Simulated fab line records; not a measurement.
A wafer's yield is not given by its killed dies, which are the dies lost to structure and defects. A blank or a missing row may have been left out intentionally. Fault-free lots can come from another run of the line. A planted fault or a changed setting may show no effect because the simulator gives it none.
fab line records ; flow rit_cmos
[record] lots = 14; wafers = 42; last_day = 7
route steps=202 shown FOX1@21 CONTACT@175 M1@194
lots that met no fault: from a run of the same line without faults
start_h: the number of hours between the record's first day and the start of the first shown wafer of the lot ; wait_h: how many hours have passed since the lot's step before this one ; " repeats the value in the row above ; L1.1+2: several wafers, shown together as one row ; - no value, or no start given ; * or withheld: withheld ; < > ~ a bound
route shown NAME@n: names a module that has steps shown in the file, with the first one's number in the route ; usual: mean/standard deviation of fault-free wafers ; same: alike in all rows ; chamber/n: place in a boat ; sites: per-site readings ; _std_site: standard deviation across them ; _edge_site: the outer-site mean with the inner-site mean subtracted ; radius_mm: for every site, how far away it sits from the centre of the wafer ; mask NAME#n: copy n ; behind: the last tool/chamber to shape the wafer ; hold: cause of the lot's hold/its duration in hours/its outcome ; device: the transistor (n, p or np) that didn't switch ; end of line: at the end of the route, the tests of the same wafers ; a step without rows: its recipe alone ; killed: dies lost to structure and defects at the first sort, not the wafer's yield ; map: the dies of a wafer, with x for killed, . for not killed, _ for no die there
set.NAME: the setting that was run; set.NAME@STEP: the one run at that earlier step ; model.NAME: the simulator's own value behind a step, which no gauge read
one table for each step of the route and one row for each wafer, over a sample of lots
[[steps]]
[step RIT_FOX1_THK_MEAS_01]
[recipe] reads = SiO2_of_FOX1_OXIDATION_00
[usual] FOX1_OXIDE_THK = 352/6.6
lot.wafer;tool;chamber;start_h;wait_h;FOX1_OXIDE_THK[nm]
L861.2;film_metro-01;-;18.38;0.0;366
L861.3;film_metro-01;-;18.38;0.0;360
L861.4;film_metro-01;-;18.38;0.0;361
L862.1;film_metro-02;-;21.82;0.0;342
L862.2;film_metro-02;-;21.82;0.0;341
L862.5;film_metro-02;-;21.82;0.0;342
L863.1;film_metro-01;-;27.22;0.0;369
L863.2;film_metro-01;-;27.22;0.0;363
L863.5;film_metro-01;-;27.22;0.0;363
L864.1;film_metro-04;-;33.05;0.0;343
L864.3;film_metro-04;-;33.05;0.0;349
L864.4;film_metro-04;-;33.05;0.0;345
L865.2;film_metro-01;-;37.55;0.0;350
L865.4;film_metro-01;-;37.55;0.0;357
L865.5;film_metro-01;-;37.55;0.0;352
L866.2;film_metro-02;-;42.79;0.0;349
L866.5;film_metro-02;-;42.79;0.0;352
L866.6;film_metro-02;-;42.79;0.0;350
L867.1;film_metro-01;-;48.13;0.0;343
L867.3;film_metro-01;-;48.13;0.0;347
L867.4;film_metro-01;-;48.13;0.0;344
L870.1;film_metro-04;-;62.73;0.0;356
L870.4;film_metro-04;-;62.73;0.0;349
L870.6;film_metro-04;-;62.73;0.0;354
L871.1;film_metro-02;-;66.91;0.0;354
L871.3;film_metro-02;-;66.91;0.0;356
L871.6;film_metro-02;-;66.91;0.0;350
L872.1;film_metro-04;-;71.88;0.0;353
L872.2;film_metro-04;-;71.88;0.0;353
L872.5;film_metro-04;-;71.88;0.0;355
L873.1;film_metro-04;-;76.82;0.0;355
L873.4;film_metro-04;-;76.82;0.0;352
L873.5;film_metro-04;-;76.82;0.0;354
L875.1;film_metro-01;-;88.71;0.0;351
L875.2;film_metro-01;-;88.71;0.0;353
L875.4;film_metro-01;-;88.71;0.0;353
L876.2;film_metro-01;-;93.90;0.0;359
L876.3;film_metro-01;-;93.90;0.0;361
L876.6;film_metro-01;-;93.90;0.0;361
L883.2;film_metro-04;-;126.99;0.0;357
L883.5;film_metro-04;-;126.99;0.0;360
L883.6;film_metro-04;-;126.99;0.0;360
[step RIT_CONTACT_DEVELOP_07]
[recipe] resist = NOVOLAK; develop_time_s = 120; dev_temp_c = 23
[usual] resist_line_temp_C = 23.02/0.12
lot.wafer;tool;chamber;start_h;wait_h;resist_line_temp_C
L861.2;litho_track-02;0;52;-;23.16
L861.3;litho_track-02;0;52;-;22.97
L861.4;litho_track-02;0;52;-;23.19
L862.1;litho_track-02;0;57;-;23.14
L862.2;litho_track-02;0;57;-;23.16
L862.5;litho_track-02;0;57;-;23.15
L863.1;litho_track-03;0;62;-;22.90
L863.2;litho_track-03;0;62;-;22.97
L863.5;litho_track-03;0;62;-;22.92
L864.1;litho_track-02;0;66;-;22.89
L864.3;litho_track-02;0;66;-;22.91
L864.4;litho_track-02;0;66;-;22.86
L865.2;litho_track-03;0;72;-;23.06
L865.4;litho_track-03;0;72;-;23.01
L865.5;litho_track-03;0;72;-;23.15
L866.2;litho_track-02;0;79;-;22.89
L866.5;litho_track-02;0;79;-;23.01
L866.6;litho_track-02;0;79;-;22.95
L867.1;litho_track-01;0;81;-;23.05
L867.3;litho_track-01;0;81;-;23.06
L867.4;litho_track-01;0;82;-;23.00
L870.1;litho_track-01;0;102;-;22.84
L870.4;litho_track-01;0;102;-;22.98
L870.6;litho_track-01;0;102;-;22.99
L871.1;litho_track-02;0;104;-;23.09
L871.3;litho_track-02;0;104;-;22.99
L871.6;litho_track-02;0;104;-;23.08
L872.1;litho_track-03;0;107;-;23.05
L872.2;litho_track-03;0;107;-;23.08
L872.5;litho_track-03;0;107;-;23.07
L873.1;litho_track-02;0;112;-;23.02
L873.4;litho_track-02;0;112;-;22.89
L873.5;litho_track-02;0;112;-;22.97
L875.1;litho_track-01;0;128;-;22.95
L875.2;litho_track-01;0;128;-;23.05
L875.4;litho_track-01;0;128;-;22.97
L876.2;litho_track-02;0;130;-;23.12
L876.3;litho_track-02;0;130;-;23.01
L876.6;litho_track-02;0;131;-;23.11
L883.2;litho_track-02;0;161;-;23.02
L883.5;litho_track-02;0;161;-;23.19
L883.6;litho_track-02;0;161;-;23.12
[step RIT_CONTACT_CD_MEAS_08]
[recipe] target_cd_nm = 1000
[usual] cd_nm = 999.9/2.2
lot.wafer;tool;chamber;start_h;wait_h;cd_nm
L861.2;cd_sem-02;-;52.64;-;998.8
L861.3;cd_sem-02;-;52.64;-;999.2
L861.4;cd_sem-02;-;52.64;-;1000.4
L862.1;cd_sem-01;-;57.65;-;1002.9
L862.2;cd_sem-01;-;57.65;-;1001.7
L862.5;cd_sem-01;-;57.65;-;1000.8
L863.1;cd_sem-02;-;63.06;-;996.2
L863.2;cd_sem-02;-;63.06;-;998.3
L863.5;cd_sem-02;-;63.06;-;995.2
L864.1;cd_sem-02;-;66.65;-;999.1
L864.3;cd_sem-02;-;66.65;-;1000.2
L864.4;cd_sem-02;-;66.65;-;998.5
L865.2;cd_sem-02;-;72.92;-;1000.1
L865.4;cd_sem-02;-;72.92;-;999.5
L865.5;cd_sem-02;-;72.92;-;997.8
L866.2;cd_sem-02;-;79.99;-;1002.5
L866.5;cd_sem-02;-;79.99;-;1002.3
L866.6;cd_sem-02;-;79.99;-;1001.8
L867.1;cd_sem-02;-;82.17;-;1004.5
L867.3;cd_sem-02;-;82.17;-;1003.9
L867.4;cd_sem-02;-;82.17;-;1002.9
L870.1;cd_sem-01;-;102.56;-;998.1
L870.4;cd_sem-01;-;102.56;-;1000.1
L870.6;cd_sem-01;-;102.56;-;998.9
L871.1;cd_sem-02;-;104.28;-;1000.5
L871.3;cd_sem-02;-;104.28;-;1003.6
L871.6;cd_sem-02;-;104.28;-;1001.5
L872.1;cd_sem-02;-;107.60;-;997.6
L872.2;cd_sem-02;-;107.60;-;997.8
L872.5;cd_sem-02;-;107.60;-;997.5
L873.1;cd_sem-01;-;112.62;-;999.1
L873.4;cd_sem-01;-;112.62;-;998.2
L873.5;cd_sem-01;-;112.62;-;996.2
L875.1;cd_sem-01;-;128.55;-;999.3
L875.2;cd_sem-01;-;128.55;-;1001.5
L875.4;cd_sem-01;-;128.55;-;998.8
L876.2;cd_sem-01;-;131.11;-;991.6
L876.3;cd_sem-01;-;131.11;-;989.6
L876.6;cd_sem-01;-;131.11;-;990.1
L883.2;cd_sem-01;-;161.60;-;988.7
L883.5;cd_sem-01;-;161.60;-;989.5
L883.6;cd_sem-01;-;161.60;-;992.7
[step RIT_CONTACT_OVL_MEAS_09]
[usual] CONTACT_OVL = 0.6/1.4
lot.wafer;tool;chamber;start_h;wait_h;CONTACT_OVL[nm]
L861.2;overlay-02;-;52.74;0.1;2.4
L861.3;overlay-02;-;52.74;0.1;2.3
L861.4;overlay-02;-;52.74;0.1;-0.4
L862.1;overlay-02;-;57.77;0.1;0.5
L862.2;overlay-02;-;57.77;0.1;1.4
L862.5;overlay-02;-;57.77;0.1;2.0
L863.1;overlay-02;-;63.18;0.1;1.6
L863.2;overlay-02;-;63.18;0.1;1.3
L863.5;overlay-02;-;63.18;0.1;0.9
L864.1;overlay-02;-;66.77;0.1;2.2
L864.3;overlay-02;-;66.77;0.1;2.1
L864.4;overlay-02;-;66.77;0.1;2.7
L865.2;overlay-01;-;73.03;0.1;1.2
L865.4;overlay-01;-;73.03;0.1;2.5
L865.5;overlay-01;-;73.03;0.1;2.0
L866.2;overlay-01;-;80.10;0.1;0.4
L866.5;overlay-01;-;80.10;0.1;0.8
L866.6;overlay-01;-;80.10;0.1;-0.8
L867.1;overlay-01;-;82.29;0.1;-0.4
L867.3;overlay-01;-;82.29;0.1;-1.4
L867.4;overlay-01;-;82.29;0.1;0.0
L870.1;overlay-02;-;102.68;0.1;-0.6
L870.4;overlay-02;-;102.68;0.1;0.0
L870.6;overlay-02;-;102.68;0.1;-0.8
L871.1;overlay-02;-;104.40;0.1;0.0
L871.3;overlay-02;-;104.40;0.1;1.5
L871.6;overlay-02;-;104.40;0.1;1.0
L872.1;overlay-01;-;107.72;0.1;0.3
L872.2;overlay-01;-;107.72;0.1;1.8
L872.5;overlay-01;-;107.72;0.1;1.4
L873.1;overlay-01;-;112.74;0.1;2.0
L873.4;overlay-01;-;112.74;0.1;1.3
L873.5;overlay-01;-;112.74;0.1;0.8
L875.1;overlay-01;-;128.67;0.1;0.6
L875.2;overlay-01;-;128.67;0.1;1.0
L875.4;overlay-01;-;128.67;0.1;0.1
L876.2;overlay-02;-;131.22;0.1;-1.7
L876.3;overlay-02;-;131.22;0.1;-1.6
L876.6;overlay-02;-;131.22;0.1;-2.7
L883.2;overlay-01;-;161.70;0.1;1.7
L883.5;overlay-01;-;161.70;0.1;3.5
L883.6;overlay-01;-;161.70;0.1;2.8
[step RIT_M1_OVL_MEAS_10]
[usual] M1_OVL = 0.1/1.6
lot.wafer;tool;chamber;start_h;wait_h;M1_OVL[nm]
L861.2;overlay-02;-;55.38;0.1;0.2
L861.3;overlay-02;-;55.38;0.1;0.4
L861.4;overlay-02;-;55.38;0.1;-0.3
L862.1;overlay-01;-;60.48;0.1;2.2
L862.2;overlay-01;-;60.48;0.1;3.1
L862.5;overlay-01;-;60.48;0.1;2.9
L863.1;overlay-02;-;65.79;0.1;0.9
L863.2;overlay-02;-;65.79;0.1;2.5
L863.5;overlay-02;-;65.79;0.1;0.3
L864.1;overlay-01;-;69.47;0.1;-0.7
L864.3;overlay-01;-;69.47;0.1;-3.5
L864.4;overlay-01;-;69.47;0.1;-0.6
L865.2;overlay-01;-;75.76;0.1;-0.1
L865.4;overlay-01;-;75.76;0.1;1.1
L865.5;overlay-01;-;75.76;0.1;-1.3
L866.2;overlay-01;-;82.74;0.1;2.6
L866.5;overlay-01;-;82.74;0.1;1.4
L866.6;overlay-01;-;82.74;0.1;0.9
L867.1;overlay-02;-;84.98;0.1;-1.4
L867.3;overlay-02;-;84.98;0.1;0.7
L867.4;overlay-02;-;84.98;0.1;-1.5
L870.1;overlay-01;-;105.32;0.1;1.7
L870.4;overlay-01;-;105.32;0.1;0.3
L870.6;overlay-01;-;105.32;0.1;-2.0
L871.1;overlay-02;-;107.06;0.1;0.3
L871.3;overlay-02;-;107.06;0.1;-2.2
L871.6;overlay-02;-;107.06;0.1;-1.7
L872.1;overlay-02;-;110.29;0.1;-1.5
L872.2;overlay-02;-;110.29;0.1;1.9
L872.5;overlay-02;-;110.29;0.1;0.8
L873.1;overlay-01;-;115.36;0.1;-1.0
L873.4;overlay-01;-;115.36;0.1;-1.6
L873.5;overlay-01;-;115.36;0.1;-0.8
L875.1;overlay-01;-;131.32;0.1;1.4
L875.2;overlay-01;-;131.32;0.1;2.6
L875.4;overlay-01;-;131.32;0.1;1.7
L876.2;overlay-01;-;133.73;0.1;2.8
L876.3;overlay-01;-;133.73;0.1;2.7
L876.6;overlay-01;-;133.73;0.1;1.3
L883.2;overlay-02;-;164.20;0.1;0.4
L883.5;overlay-02;-;164.20;0.1;-2.1
L883.6;overlay-02;-;164.20;0.1;-1.8
[[key]]
[first_sign] step = RIT_CONTACT_CD_MEAS_08; reading = cd_nm; direction = down; sigmas = 4.4; usual = 999.9; struck = 990.4
effect none on later readings
met_at RIT_CONTACT_DEVELOP_07
struck_lots L876,L883
tester_left_out L876,L883
not_acting_at RIT_FOX1_THK_MEAS_01,RIT_CONTACT_OVL_MEAS_09,RIT_M1_OVL_MEAS_10
onset_between 112 130
also_fits time
[fault] kind = process_parameter_drift; tool = litho_track-02; chamber = -; onset_h = 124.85; steps = RIT_CONTACT_DEVELOP_07; channel = develop_time_s; offset = *; shape = step; end_h = 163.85; acts_in = *; stated = *
// tester_left_out: of these lots the tester's yield and bins aren't shown, on N5 and GAA mostly nor the transistor test; their killed dies are dies lost to structure and defects alone, not to doping, threshold or leakage, so they don't give the yield
